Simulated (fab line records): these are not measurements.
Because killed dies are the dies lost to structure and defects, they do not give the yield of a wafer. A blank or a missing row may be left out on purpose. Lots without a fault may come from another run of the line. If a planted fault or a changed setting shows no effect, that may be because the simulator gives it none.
Split-lot trial	flow berkeley cmos170	23 wafers read across 5 lots, on a route 331 steps long

== ABOUT THE SPLIT ==
At UCB170_NSD_COAT_01 (resist thk 900 nm), the setting spin rpm was moved away from the recipe's 1500 rpm on 10 of the 23 wafers read, by -5.7% to +6.7%. The other wafers ran this setting at the recipe's value.

Reading taken at the split's own step.

== THE READING ==
KrF_of_NSD_COAT_01.thk nm (the simulator's own value, which no gauge read), in nm, at UCB170_NSD_COAT_01 (resist thk 900 nm). The file gives no usual value for it. The 13 wafers here that ran the recipe average 899.5 nm, standard deviation 2.7 nm.

wafer	tool, chamber at the split	spin rpm as run, rpm	against the recipe	KrF_of_NSD_COAT_01.thk nm, nm	against lot-mates on the recipe
L076.1	litho track-03, 0	1454	-3.1%	921.8	+17.9
L076.2	litho track-03, 0	1454	-3.1%	919.3	+15.4
L076.4	litho track-03, 0	1500	recipe	904.7	-
L076.5	litho track-03, 0	1454	-3.1%	918.2	+14.4
L076.6	litho track-03, 0	1500	recipe	903	-
L077.1	litho track-01, 0	1600	+6.7%	870.3	-26.6
L077.2	litho track-01, 0	1500	recipe	895.1	-
L077.3	litho track-01, 0	1500	recipe	897.8	-
L077.4	litho track-01, 0	1500	recipe	897.8	-
L077.6	litho track-01, 0	1600	+6.7%	866.3	-30.6
L079.1	litho track-01, 0	1414	-5.7%	929.8	+28.4
L079.3	litho track-01, 0	1414	-5.7%	932.5	+31.1
L079.4	litho track-01, 0	1414	-5.7%	932	+30.6
L079.5	litho track-01, 0	1500	recipe	901.2	-
L079.6	litho track-01, 0	1500	recipe	901.6	-
L081.1	litho track-04, 0	1500	recipe	900.3	-
L081.2	litho track-04, 0	1435	-4.3%	921.9	+21.8
L081.3	litho track-04, 0	1500	recipe	900.8	-
L081.5	litho track-04, 0	1435	-4.3%	922.5	+22.4
L081.6	litho track-04, 0	1500	recipe	899.3	-
L083.1	litho track-04, 0	1500	recipe	898	-
L083.2	litho track-04, 0	1500	recipe	898.2	-
L083.5	litho track-04, 0	1500	recipe	895.1	-

THE FIT
A straight line over all 23 wafers: KrF_of_NSD_COAT_01.thk nm changes by -5.23 nm for each +1% of spin rpm; r = -0.99; the points scatter about the line by 2.9 nm.
The same after taking each lot's own level away (the mean of its wafers on the recipe; 23 wafers): -4.8 nm for each +1%; r = -0.99; scatter 1.7 nm.
That fit puts the effect of the largest move of spin rpm on the reading at 32 nm.
The lots' own levels span 896.90 to 903.85 nm, that is 2.5 times the standard deviation above.
So the lot-to-lot level changes the slope little: the two slopes agree.
Check: -33 nm against its lot-mates is what the line predicts for one of the wafers moved furthest among these (+6.7%) when that wafer is left out of the fit. It came out at -26.6 nm against them.

== OTHER SPLITS ON THESE WAFERS ==
Note: prior to the reading, these wafers also went through further splits. Each is held against what the fit with the lots' levels taken away leaves over:
other split on the same wafers	wafers away from the commonest value	r with KrF_of_NSD_COAT_01.thk nm (lot level and that fit taken away)
UCB170_START_OXIDATION_02 ox time s	18	+0.22
UCB170_NWELL_IMPLANT_14 energy kev	8	-0.08
UCB170_ACTIVE_OXIDATION_02 temp c	10	+0.14
UCB170_PVT_COAT_01 spin rpm	9	-0.17
UCB170_PLDD_COAT_01 resist thk nm	8	-0.31
UCB170_NLDD_EXPOSE_03 dose mj	8	+0.18
UCB170_NLDD_IMPLANT_08 dose cm2	8	-0.08

== THE WHOLE CHAIN: every reading that the file lists as answering this split, in the file's order ==
step	what it does	reading	change (the file's fit)	r (the file's)
UCB170_NSD_COAT_01	resist thk 900 nm	KrF_of_NSD_COAT_01.thk nm (the simulator's own value, which no gauge read)	-4.8 nm for each +1% of the setting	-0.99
UCB170_NSD_STRIP_09	strips in O2	strip time to endpoint s	withheld for each +1% of the setting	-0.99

== THE FILE'S OWN FIT ==
KrF_of_NSD_COAT_01.thk nm changes by -4.8 nm for each +1% of spin rpm, r = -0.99.
